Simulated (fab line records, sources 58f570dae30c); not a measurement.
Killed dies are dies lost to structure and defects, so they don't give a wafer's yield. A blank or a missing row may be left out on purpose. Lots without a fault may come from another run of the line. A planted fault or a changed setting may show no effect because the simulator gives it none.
Split-lot experiment | flow berkeley_cmos170 | 5 lots, 23 wafers read, on a route of 331 steps

THE SPLIT
At UCB170_PWELL_OXIDATION_02 (target thk 26.4 nm, ox time 1260 s), the setting ox_time_s was moved away from the recipe's 1260 s on 15 of the 23 wafers read, by -11.7% to +13.8%. The other wafers ran this setting at the recipe's value.

The file shows no step between the split and the reading.

THE READING
PWELL_OXIDE_THK, in nm, at UCB170_PWELL_THK_MEAS_03. Fault-free wafers of this fab line usually give 26.8 nm, standard deviation 0.6 nm.

wafer  | tool, chamber at the split | ox_time_s as run, s | against the recipe | PWELL_OXIDE_THK, nm | against lot-mates on the recipe
L074.1 | -, -                       | 1260                | recipe             | 26.8                | -
L074.2 | -, -                       | 1260                | recipe             | 27.0                | -
L074.4 | -, -                       | 1260                | recipe             | 26.7                | -
L074.5 | -, -                       | 1260                | recipe             | 27.1                | -
L074.6 | -, -                       | 1260                | recipe             | 27.1                | -
L075.1 | -, -                       | 1434                | +13.8%             | 29.3                | no lot-mate on the recipe
L075.3 | -, -                       | 1434                | +13.8%             | 29.3                | no lot-mate on the recipe
L075.4 | -, -                       | 1434                | +13.8%             | 28.9                | no lot-mate on the recipe
L075.5 | -, -                       | 1434                | +13.8%             | 29.1                | no lot-mate on the recipe
L075.6 | -, -                       | 1434                | +13.8%             | 28.8                | no lot-mate on the recipe
L078.1 | furnace-03, 0              | 1260                | recipe             | 27.0                | -
L078.4 | furnace-03, 0              | 1260                | recipe             | 27.2                | -
L078.5 | furnace-03, 0              | 1260                | recipe             | 26.8                | -
L079.1 | -, -                       | 1145                | -9.1%              | 25.5                | no lot-mate on the recipe
L079.2 | -, -                       | 1145                | -9.1%              | 25.2                | no lot-mate on the recipe
L079.3 | -, -                       | 1145                | -9.1%              | 25.4                | no lot-mate on the recipe
L079.4 | -, -                       | 1145                | -9.1%              | 25.6                | no lot-mate on the recipe
L079.5 | -, -                       | 1145                | -9.1%              | 25.3                | no lot-mate on the recipe
L082.1 | -, -                       | 1112                | -11.7%             | 24.8                | no lot-mate on the recipe
L082.2 | -, -                       | 1112                | -11.7%             | 25.2                | no lot-mate on the recipe
L082.4 | -, -                       | 1112                | -11.7%             | 25.3                | no lot-mate on the recipe
L082.5 | -, -                       | 1112                | -11.7%             | 25.4                | no lot-mate on the recipe
L082.6 | -, -                       | 1112                | -11.7%             | 25.5                | no lot-mate on the recipe

THE FIT
A straight line over all 23 wafers: PWELL_OXIDE_THK changes by +0.154 nm for each +1% of ox_time_s; r = +0.99; the points scatter about the line by 0.22 nm.
Too few moved wafers have a lot-mate on the recipe to fit a line with each lot's own level taken away.

THE WHOLE CHAIN: every reading that the file lists as answering this split, in the file's order
step                      | what it does                       | reading                                                                            | change (the file's fit)               | r (the file's)
UCB170_PWELL_OXIDATION_02 | target thk 26.4 nm, ox time 1260 s | SiO2_of_PWELL_OXIDATION_02.thk_nm (the simulator's own value, which no gauge read) | +0.153 nm for each +1% of the setting | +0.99
UCB170_PWELL_THK_MEAS_03  |                                    | PWELL_OXIDE_THK                                                                    | +0.154 for each +1% of the setting    | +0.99

THE FILE'S OWN FIT
PWELL_OXIDE_THK changes by +0.154 nm for each +1% of ox_time_s, r = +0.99.
